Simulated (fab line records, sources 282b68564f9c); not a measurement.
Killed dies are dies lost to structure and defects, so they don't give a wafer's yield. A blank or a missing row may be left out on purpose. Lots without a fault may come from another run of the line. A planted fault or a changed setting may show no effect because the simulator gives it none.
A struck lot beside a sound one | flow rit_cmos | 44 steps out of a route of 202
Sound: wafers L333.4, L333.5, L333.6. Struck: wafer L340.6. (L340.1, L340.4 of the same lot were not struck and are left out.) The cause comes at the end.
At each step with rows: each side's tool, then ch and its chambers, then its first start. Under that, the readings that differ: sound wafers | struck wafers | difference of the means | sigmas: that difference in standard deviations of wafers without a fault.
alike: readings whose means differ by less than 2 such deviations, and words and numbers that are the same on both sides. not compared: withheld readings, readings that some wafer has no value for, bounds like >300 that may hide the same value, and numbers for which the record gives no deviation and whose values overlap.
The two part at a step that has a row with sigmas, a row that says differs or no value, or rows on one side only. Numbers that don't overlap but have no deviation are shown without sigmas and don't part them. A reading that every wafer of one side lacks parts them only if that side has two wafers or more.

first, 2 steps without rows for these wafers: RIT_PLDD_PEB_04; RIT_PLDD_DEVELOP_05 (develop time 50 s).
RIT_PLDD_OVL_MEAS_06:
  sound on overlay-02, day 4 15:58; struck on overlay-02, day 6 01:10
  alike: PLDD_OVL
then, 2 steps without rows for these wafers: RIT_PLDD_HARDBAKE_07 (time 60 s); RIT_PLDD_IMPLANT_08.
RIT_PLDD_STRIP_09: strips in O2, time 180 s.
  sound on plasma_asher-04 ch 0,1, day 4 16:20; struck on plasma_asher-04 ch 1, day 6 01:31
  alike: drypump_motor_current_A
  not compared: rf_hours_counter_h
RIT_PLDD_TW_MEAS_10:
  sound on film_metro-02, day 4 16:29; struck on film_metro-03, day 6 01:41
  reading | sound          | struck | difference | sigmas
  PLDD_TW | 2339 2348 2356 | 2299   | -49        | -2
then, 4 steps without rows for these wafers: RIT_SPACER_CLEAN_00 (cleans in SC1, time 600 s); RIT_SPACER_CLEAN_01 (cleans in dHF, time 30 s); RIT_SPACER_CLEAN_02 (cleans in SC2, time 600 s); RIT_SPACER_CVD_03 (deposits Si3N4 from SiH2Cl2/NH3, target thk 250 nm, time 3300 s).
RIT_SPACER_THK_MEAS_04:
  sound on film_metro-04, day 4 18:50; struck on film_metro-02, day 6 04:02
  alike: SPACER_NITRIDE_THK
RIT_SPACER_ETCHBACK_05: etches Si3N4 in SF6/CHF3, stops on SiO2, target depth 250 nm, time 240 s.
  sound on rie_diel-01 ch 1,2,3, day 4 18:52; struck on rie_diel-01 ch 0, day 6 04:05
  reading                                  | sound             | struck | difference | sigmas
  model.poly-Si_of_GATE_CVD_08.thk_nm (nm) | 172.6 168.7 169.9 | 183.1  | +12.7      |
  model.Si3N4_of_SPACER_CVD_03.thk_nm (nm) | 199.9 196 197.4   | 208.4  | +10.6      |
  alike: drypump_motor_current_A, oes_product_au, throttle_valve_pct
  not compared: rf_hours_counter_h
then, 6 steps without rows for these wafers: RIT_NSD_HMDS_00 (prime time 60 s); RIT_NSD_COAT_01 (resist thk 1000 nm); RIT_NSD_SOFTBAKE_02 (time 60 s); RIT_NSD_EXPOSE_03 (exposes mask M9, target cd 40700 nm); RIT_NSD_PEB_04; RIT_NSD_DEVELOP_05 (develop time 50 s).
RIT_NSD_OVL_MEAS_06:
  sound on overlay-02, day 4 19:53; struck on overlay-01, day 6 05:10
  reading      | sound          | struck | difference | sigmas
  NSD_OVL (nm) | -1.3 -2.3 -1.4 | 1.3    | +3.0       | +2
then, 2 steps without rows for these wafers: RIT_NSD_HARDBAKE_07 (time 60 s); RIT_NSD_IMPLANT_08.
RIT_NSD_STRIP_09: strips in O2, time 180 s.
  sound on plasma_asher-02 ch 0,1, day 4 20:16; struck on plasma_asher-02 ch 0, day 6 05:29
  alike: drypump_motor_current_A
  not compared: rf_hours_counter_h
RIT_NSD_TW_MEAS_10:
  sound on film_metro-04, day 4 20:24; struck on film_metro-04, day 6 05:40
  alike: NSD_TW
then, 6 steps without rows for these wafers: RIT_PSD_HMDS_00 (prime time 60 s); RIT_PSD_COAT_01 (resist thk 1000 nm); RIT_PSD_SOFTBAKE_02 (time 60 s); RIT_PSD_EXPOSE_03 (exposes mask M10, target cd 40900 nm); RIT_PSD_PEB_04; RIT_PSD_DEVELOP_05 (develop time 50 s).
RIT_PSD_OVL_MEAS_06:
  sound on overlay-01, day 4 21:18; struck on overlay-01, day 6 06:46
  alike: PSD_OVL
then, 2 steps without rows for these wafers: RIT_PSD_HARDBAKE_07 (time 60 s); RIT_PSD_IMPLANT_08.
RIT_PSD_STRIP_09: strips in O2, time 180 s.
  sound on plasma_asher-01 ch 0,1, day 4 21:41; struck on plasma_asher-01 ch 0, day 6 07:12
  reading                     | sound       | struck | difference | sigmas
  drypump_motor_current_A (A) | 6.6 6.6 4.9 | 4.9    | -1.1       | -2
  not compared: rf_hours_counter_h
RIT_PSD_TW_MEAS_10:
  sound on film_metro-04, day 4 21:49; struck on film_metro-02, day 6 07:22
  alike: PSD_TW
then, 2 steps without rows for these wafers: RIT_SDANNEAL_CLEAN_00 (cleans in SC1, time 600 s); RIT_SDANNEAL_CLEAN_01 (cleans in dHF, time 30 s).
RIT_SDANNEAL_CLEAN_02: cleans in SC2, time 600 s.
  sound on wet_bench-04 ch 1, day 4 22:03; struck on wet_bench-04 ch 0, day 6 07:38
  reading                                  | sound             | struck | difference | sigmas
  model.poly-Si_of_GATE_CVD_08.thk_nm (nm) | 168.3 164.4 165.5 | 178.7  | +12.6      |
  alike: bath_guard_temp_C
RIT_SDANNEAL_RTA_03: time 5 s.
  sound on rtp_anneal-01 ch 0, day 4 22:15; struck on rtp_anneal-02 ch 0, day 6 07:50
  reading           | sound                | struck | difference | sigmas
  anneal_temp_c_max | 1053.0 1054.0 1052.9 | 1056.6 | +3.3       | +2
  alike: ramp_up_c_per_s, wafer_temp_C_max
RIT_SDANNEAL_RS_MEAS_04: measures by four-point-probe.
  sound on film_metro-02, day 4 22:20; struck on film_metro-04, day 6 07:53
  alike: PSD_RS
RIT_SDANNEAL_RS_MEAS_05: measures by four-point-probe.
  sound on film_metro-02, day 4 22:28; struck on film_metro-04, day 6 08:01
  alike: NSD_RS
RIT_SDANNEAL_RS_MEAS_06: measures by four-point-probe.
  sound on film_metro-02, day 4 22:35; struck on film_metro-04, day 6 08:08
  alike: PLDD_RS
RIT_SILICIDE_WET_ETCH_00: etches SiO2 in BOE, target depth 14 nm, time 15 s.
  sound on wet_bench-01 ch 1, day 4 22:46; struck on wet_bench-01 ch 1, day 6 08:22
  reading                                  | sound             | struck | difference | sigmas
  model.Si3N4_of_SPACER_CVD_03.thk_nm (nm) | 198.8 194.8 196.2 | 207.3  | +10.7      |
RIT_M1_PROBE_99:
  sound on prober-01, day 5 05:50; struck on prober-01, day 6 15:40
  reading                              | sound             | struck | difference | sigmas
  model.etest.nplus_sal.width_nm (nm)  | 3463 3478 3463    | 3326   | -142       |
  model.etest.pplus_sal.width_nm (nm)  | 3438 3459 3482    | 3314   | -146       |
  model.etest.nmos_0p15.r_on_ohm_um    | 1131 1163 1191    | 1075   | -87        |
  model.etest.nwell_pinched.rs_ohm_sq  | 333.8 337.1 339.6 | 308    | -29        |
  model.etest.pwell_pinched.rs_ohm_sq  | 452.7 458.1 460.3 | 431.8  | -25.2      |
  model.etest.nmos_narrow.drive_ua_um  | 219.4 222.5 220.5 | 209.8  | -11.0      |
  model.etest.nmos_0p3.drive_ua_um     | 217.8 221.4 218.2 | 211.9  | -7.2       |
  model.etest.contact_pplus.end_ohm_um | 44.38 44.52 45.73 | 57.67  | +12.79     |

WHERE THEY PART
First at RIT_PLDD_TW_MEAS_10; last, within this record, at RIT_SDANNEAL_RTA_03. Later steps at which nothing parts them and some readings are alike: RIT_SDANNEAL_RS_MEAS_04, RIT_SDANNEAL_RS_MEAS_05, RIT_SDANNEAL_RS_MEAS_06.

WHY: what the simulator had put in
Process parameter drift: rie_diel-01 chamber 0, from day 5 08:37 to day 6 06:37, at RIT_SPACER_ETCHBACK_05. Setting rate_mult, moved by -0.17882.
